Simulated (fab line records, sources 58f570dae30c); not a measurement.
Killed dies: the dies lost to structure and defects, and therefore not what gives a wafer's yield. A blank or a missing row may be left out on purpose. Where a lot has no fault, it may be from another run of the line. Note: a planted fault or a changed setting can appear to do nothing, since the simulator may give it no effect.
Problem report in the 8D (eight disciplines) form, filled by code    flow berkeley cmos170    the parts of the form that need people (team, actions taken, sign-off) are left out

## 1. THE ISSUE
Wafers without a fault read 350.1 nm, standard deviation 1.4; cd nm at UCB170_GATE_CD_MEAS_12 reads a mean of 431.8 nm on 6 wafers belonging to 2 lots. That puts it +58 standard deviations away from the usual mean.
The step: target cd 350 nm.
Earliest sighting: wafer L853.1 on cd sem-01 at day 8 03:06. The record has a number at this step for 42 wafers belonging to 14 lots. By rule, "out" or "out of limits" means more than 4 standard deviations away from the usual mean. All remaining wafers that have a number are taken as sound.

## 2. WHAT THIS IS AND IS NOT
question                     is                      is not
which readings at this step  cd nm                   -
which lots                   L853, L858              L844, L845, L846, L847, L849, L851, L860, L861, L862, L863, L864, L866
which wafers of those lots   all that have a number  -
read on which gauges         cd sem-01               cd sem-02
when                         from day 8 03:06        up to then (18 sound wafers); but 18 sound wafers of L860, L861, L862, L863, L864, L866 came after

## 3. WHAT RULES OUT EACH SUSPECT
Counting: a tool stays on the suspect list if, at a process step up to the reading, it processed all lots that are out and no sound lot following the first of them.
- the gauge at UCB170_GATE_CD_MEAS_12 is ruled out. All the wafers that are out were read on cd sem-01, but those of them that UCB170_GATE_PEB_10 has rows for are out there too, on other tools.
- litho track-02 at UCB170_GATE_PEB_10: kept. Every lot that is out went through it, starting with L853 (day 8 02:49), and after that it ran no sound lot; the last sound lot it ran before then is L851 (day 7 19:01). Out on those wafers are its own readings of heater power total W, plate temp C.
Left after counting: litho track-02 at UCB170_GATE_PEB_10.

## 4. THE CAUSE (what the simulator had put in)
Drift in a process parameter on litho track-02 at UCB170_GATE_PEB_10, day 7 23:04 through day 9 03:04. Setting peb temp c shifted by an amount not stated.
This tool alone remained once counting was done.

## 5. THE EFFECT CHAIN, in route order
One row per reading whose mean, taken over the struck wafers that have a number, lies over 3 standard deviations from the usual. Only readings for which the record gives a usual standard deviation are gone through. hours: the time from each lot's start at the first step in this table that gives one to its start at this step, as a median over the lots. sigmas: the change in usual standard deviations.
hours  step                    reading               usual     on struck wafers  change  sigmas
0      UCB170_GATE_PEB_10      heater power total W  57.04 W   52.08             -4.96   -99 or more
0      UCB170_GATE_PEB_10      plate temp C          130.03 C  121.33            -8.70   -58
0      UCB170_GATE_CD_MEAS_12  cd nm                 350.1 nm  431.8             +81.7   +58
Process steps it contains:
- UCB170_GATE_PEB_10

## 6. WHAT WOULD HAVE CAUGHT IT SOONER
The first out-of-limits reading at a measuring or inspecting step in this record came at day 8 03:06, 4 hours after the fault's start at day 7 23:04.
The tool's own readings at UCB170_GATE_PEB_10 were out on every struck wafer that the step has a row for (heater power total W, plate temp C): an alarm limit on them would have fired on the first of those.
Of the lots that are out (2), L858 began UCB170_GATE_PEB_10 on litho track-02 after day 8 03:06. Putting the tool on hold at that point would have spared it.
